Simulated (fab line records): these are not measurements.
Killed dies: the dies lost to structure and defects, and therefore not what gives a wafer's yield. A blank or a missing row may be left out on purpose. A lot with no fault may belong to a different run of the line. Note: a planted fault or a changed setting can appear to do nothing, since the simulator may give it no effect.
Split-lot trial / flow rit cmos / on a route of 202 steps: 5 lots, 23 wafers read

ABOUT THE SPLIT
At RIT_PWELL_COAT_01 (resist thk 1300 nm), the setting spin rpm was moved away from the recipe's 2000 rpm on 12 of the 23 wafers read, by -4.3% to +5.8%. All remaining wafers had this setting at the recipe value.

FROM THE SPLIT TO THE READING: what the file shows between them, 3 steps
- RIT_PWELL_SOFTBAKE_02: time 60 s
- RIT_PWELL_EXPOSE_03: exposes mask M3, target cd 43700 nm
- RIT_PWELL_DEVELOP_05: develop time 68 s

THE READING
NOVOLAK_of_PWELL_COAT_01.thk nm (the simulator's own value, which no gauge read), in nm, at RIT_PWELL_HARDBAKE_07 (time 120 s). No usual value for it is given in the file. Average 1139 nm, standard deviation 2.9 nm, over the 11 wafers here run with the recipe.

wafer=L074.1; tool, chamber at the split=litho track-03, 0; spin rpm as run, rpm=1935; against the recipe=-3.2%; NOVOLAK_of_PWELL_COAT_01.thk nm, nm=1159; against lot-mates on the recipe=+19
wafer=L074.2; tool, chamber at the split=litho track-03, 0; spin rpm as run, rpm=1935; against the recipe=-3.2%; NOVOLAK_of_PWELL_COAT_01.thk nm, nm=1158; against lot-mates on the recipe=+18
wafer=L074.4; tool, chamber at the split=litho track-03, 0; spin rpm as run, rpm=1935; against the recipe=-3.2%; NOVOLAK_of_PWELL_COAT_01.thk nm, nm=1156; against lot-mates on the recipe=+16
wafer=L074.5; tool, chamber at the split=litho track-03, 0; spin rpm as run, rpm=2000; against the recipe=recipe; NOVOLAK_of_PWELL_COAT_01.thk nm, nm=1139; against lot-mates on the recipe=-
wafer=L074.6; tool, chamber at the split=litho track-03, 0; spin rpm as run, rpm=2000; against the recipe=recipe; NOVOLAK_of_PWELL_COAT_01.thk nm, nm=1141; against lot-mates on the recipe=-
wafer=L076.1; tool, chamber at the split=litho track-03, 0; spin rpm as run, rpm=2000; against the recipe=recipe; NOVOLAK_of_PWELL_COAT_01.thk nm, nm=1140; against lot-mates on the recipe=-
wafer=L076.2; tool, chamber at the split=litho track-03, 0; spin rpm as run, rpm=2000; against the recipe=recipe; NOVOLAK_of_PWELL_COAT_01.thk nm, nm=1141; against lot-mates on the recipe=-
wafer=L076.5; tool, chamber at the split=litho track-03, 0; spin rpm as run, rpm=2000; against the recipe=recipe; NOVOLAK_of_PWELL_COAT_01.thk nm, nm=1141; against lot-mates on the recipe=-
wafer=L078.1; tool, chamber at the split=litho track-04, 0; spin rpm as run, rpm=2000; against the recipe=recipe; NOVOLAK_of_PWELL_COAT_01.thk nm, nm=1136; against lot-mates on the recipe=-
wafer=L078.2; tool, chamber at the split=litho track-04, 0; spin rpm as run, rpm=1938; against the recipe=-3.1%; NOVOLAK_of_PWELL_COAT_01.thk nm, nm=1156; against lot-mates on the recipe=+16
wafer=L078.5; tool, chamber at the split=litho track-04, 0; spin rpm as run, rpm=1938; against the recipe=-3.1%; NOVOLAK_of_PWELL_COAT_01.thk nm, nm=1156; against lot-mates on the recipe=+16
wafer=L078.4; tool, chamber at the split=litho track-04, 0; spin rpm as run, rpm=2000; against the recipe=recipe; NOVOLAK_of_PWELL_COAT_01.thk nm, nm=1143; against lot-mates on the recipe=-
wafer=L078.6; tool, chamber at the split=litho track-04, 0; spin rpm as run, rpm=1938; against the recipe=-3.1%; NOVOLAK_of_PWELL_COAT_01.thk nm, nm=1155; against lot-mates on the recipe=+16
wafer=L083.1; tool, chamber at the split=litho track-02, 0; spin rpm as run, rpm=2117; against the recipe=+5.8%; NOVOLAK_of_PWELL_COAT_01.thk nm, nm=1105; against lot-mates on the recipe=-34
wafer=L083.2; tool, chamber at the split=litho track-02, 0; spin rpm as run, rpm=2117; against the recipe=+5.8%; NOVOLAK_of_PWELL_COAT_01.thk nm, nm=1108; against lot-mates on the recipe=-31
wafer=L083.3; tool, chamber at the split=litho track-02, 0; spin rpm as run, rpm=2000; against the recipe=recipe; NOVOLAK_of_PWELL_COAT_01.thk nm, nm=1138; against lot-mates on the recipe=-
wafer=L083.4; tool, chamber at the split=litho track-02, 0; spin rpm as run, rpm=2117; against the recipe=+5.8%; NOVOLAK_of_PWELL_COAT_01.thk nm, nm=1107; against lot-mates on the recipe=-32
wafer=L083.6; tool, chamber at the split=litho track-02, 0; spin rpm as run, rpm=2000; against the recipe=recipe; NOVOLAK_of_PWELL_COAT_01.thk nm, nm=1140; against lot-mates on the recipe=-
wafer=L084.1; tool, chamber at the split=litho track-02, 0; spin rpm as run, rpm=1914; against the recipe=-4.3%; NOVOLAK_of_PWELL_COAT_01.thk nm, nm=1162; against lot-mates on the recipe=+28
wafer=L084.2; tool, chamber at the split=litho track-02, 0; spin rpm as run, rpm=1914; against the recipe=-4.3%; NOVOLAK_of_PWELL_COAT_01.thk nm, nm=1161; against lot-mates on the recipe=+27
wafer=L084.3; tool, chamber at the split=litho track-02, 0; spin rpm as run, rpm=2000; against the recipe=recipe; NOVOLAK_of_PWELL_COAT_01.thk nm, nm=1135; against lot-mates on the recipe=-
wafer=L084.4; tool, chamber at the split=litho track-02, 0; spin rpm as run, rpm=1914; against the recipe=-4.3%; NOVOLAK_of_PWELL_COAT_01.thk nm, nm=1164; against lot-mates on the recipe=+30
wafer=L084.5; tool, chamber at the split=litho track-02, 0; spin rpm as run, rpm=2000; against the recipe=recipe; NOVOLAK_of_PWELL_COAT_01.thk nm, nm=1133; against lot-mates on the recipe=-

FIT RESULTS
A straight line over all 23 wafers: NOVOLAK_of_PWELL_COAT_01.thk nm changes by -5.52 nm for each +1% of spin rpm; r = -0.99; the points scatter about the line by 2.3 nm.
The same after taking each lot's own level away (the mean of its wafers on the recipe; 23 wafers): -5.72 nm for each +1%; r = -0.99; scatter 2.2 nm.
On that fit, the largest move of spin rpm shifts the reading by 33 nm.
From 1134.0 to 1140.7 nm: that is the span of the lots' own levels, equal to 2.3 times the standard deviation above.
Hence the lot-to-lot level has little effect on the slope; both slopes agree.
Check: with one of the wafers moved furthest among these (+5.8%) left out of the fit, the line predicts -32.9 nm for it against its lot-mates. It came out at -34 nm against them.

FURTHER SPLITS ON THESE WAFERS
Note: prior to the reading, these wafers also went through further splits. Each is held against what the fit with the lots' levels taken away leaves over:
other split on the same wafers=RIT_ACTIVE_COAT_06 resist thk nm; wafers away from the commonest value=6; r with NOVOLAK_of_PWELL_COAT_01.thk nm (lot level and that fit taken away)=+0.09
other split on the same wafers=RIT_ACTIVE_DEVELOP_10 develop time s; wafers away from the commonest value=6; r with NOVOLAK_of_PWELL_COAT_01.thk nm (lot level and that fit taken away)=-0.17
other split on the same wafers=RIT_FOX1_OXIDATION_00 temp c; wafers away from the commonest value=15; r with NOVOLAK_of_PWELL_COAT_01.thk nm (lot level and that fit taken away)=-0.22
other split on the same wafers=RIT_NWELL_IMPLANT_08 dose cm2; wafers away from the commonest value=10; r with NOVOLAK_of_PWELL_COAT_01.thk nm (lot level and that fit taken away)=-0.25

THE WHOLE CHAIN: every reading that the file lists as answering this split, in the file's order
step=RIT_PWELL_COAT_01; what it does=resist thk 1300 nm; reading=NOVOLAK_of_PWELL_COAT_01.thk nm (the simulator's own value, which no gauge read); change (the file's fit)=-6.65 nm for each +1% of the setting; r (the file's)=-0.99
step=RIT_PWELL_HARDBAKE_07; what it does=time 120 s; reading=NOVOLAK_of_PWELL_COAT_01.thk nm (the simulator's own value, which no gauge read); change (the file's fit)=-5.73 nm for each +1% of the setting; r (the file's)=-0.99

THE FILE'S OWN FIT
NOVOLAK_of_PWELL_COAT_01.thk nm changes by -5.73 nm for each +1% of spin rpm, r = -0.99.
